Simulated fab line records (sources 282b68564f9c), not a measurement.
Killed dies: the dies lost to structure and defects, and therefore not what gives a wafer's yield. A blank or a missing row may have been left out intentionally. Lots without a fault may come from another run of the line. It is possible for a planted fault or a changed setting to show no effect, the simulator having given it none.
A struck lot beside a sound one -- flow rit cmos -- 14 steps out of a route of 202
Sound: these wafers, L645.1, L645.4, L645.5. Wafers L650.1, L650.2, L650.6 were the ones struck. The cause is given at the end.
Per side, at each step with rows, come the tool, then ch with its chambers, and then its first start. Under that, the readings that differ: sound wafers -- struck wafers -- difference of the means -- sigmas: that difference in standard deviations of wafers without a fault.
alike: same words and numbers on both sides, and readings whose means sit less than 2 such deviations apart. not compared: any withheld reading, any reading some wafer has no value for, any bound like >300 that may hide the same value, and any number with overlapping values for which the record gives no deviation.
The two part at a step that has a row with sigmas, a row that says differs or no value, or rows on one side only. Numbers that have no deviation but don't overlap get no sigmas and don't part them. A reading that every wafer of one side lacks parts them only if that side has two wafers or more.

first, 1 step without rows for these wafers: RIT_NRETRO_IMPLANT_08.
RIT_NRETRO_STRIP_09: strips in O2, time 180 s.
  sound on plasma asher-03 ch 0,1, day 3 00:31; struck on plasma asher-01 ch 0,1, day 3 17:50
  alike: chamber pressure mTorr, drypump motor current A
  not compared: rf hours counter h
RIT_NRETRO_TW_MEAS_10:
  sound on film metro-01 at day 3 00:42; struck on film metro-02 at day 3 18:01
  alike: NRETRO_TW
then, 6 steps without rows for these wafers: RIT_PRETRO_HMDS_00 (prime time 60 s); RIT_PRETRO_COAT_01 (resist thk 1300 nm); RIT_PRETRO_SOFTBAKE_02 (time 60 s); RIT_PRETRO_EXPOSE_03 (exposes mask M5, target cd 43700 nm); RIT_PRETRO_PEB_04; RIT_PRETRO_DEVELOP_05 (develop time 68 s).
RIT_PRETRO_OVL_MEAS_06:
  sound on overlay-02 at day 3 01:46; struck on overlay-01 at day 3 19:05
  alike: PRETRO_OVL
then, 2 steps without rows for these wafers: RIT_PRETRO_HARDBAKE_07 (time 120 s); RIT_PRETRO_IMPLANT_08.
RIT_PRETRO_STRIP_09: strips in O2, time 180 s.
  sound on plasma asher-01 ch 0,1, day 3 02:13; struck on plasma asher-01 ch 0,1, day 3 19:31
  no value came back on the struck wafers for chamber pressure mTorr (mTorr), drypump motor current A (A); on the sound wafers chamber pressure mTorr (mTorr) reads 3998 3997 3995
reading,sound,struck,difference,sigmas
model.NOVOLAK_of_PRETRO_COAT_01.thk nm (nm),0 0 0,1138 1139 1137,+1138,
  not compared: rf hours counter h
RIT_PRETRO_TW_MEAS_10:
  sound on film metro-03 at day 3 02:23; struck on film metro-03 at day 3 19:41
  alike: PRETRO_TW

## WHERE THEY PART
Only at RIT_PRETRO_STRIP_09, as far as this record shows. Later steps at which nothing parts them and some readings are alike: RIT_PRETRO_TW_MEAS_10.

WHY: what the simulator had put in
Beginning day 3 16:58, the whole step at RIT_PRETRO_STRIP_09 was skipped on plasma asher-01. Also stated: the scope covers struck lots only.
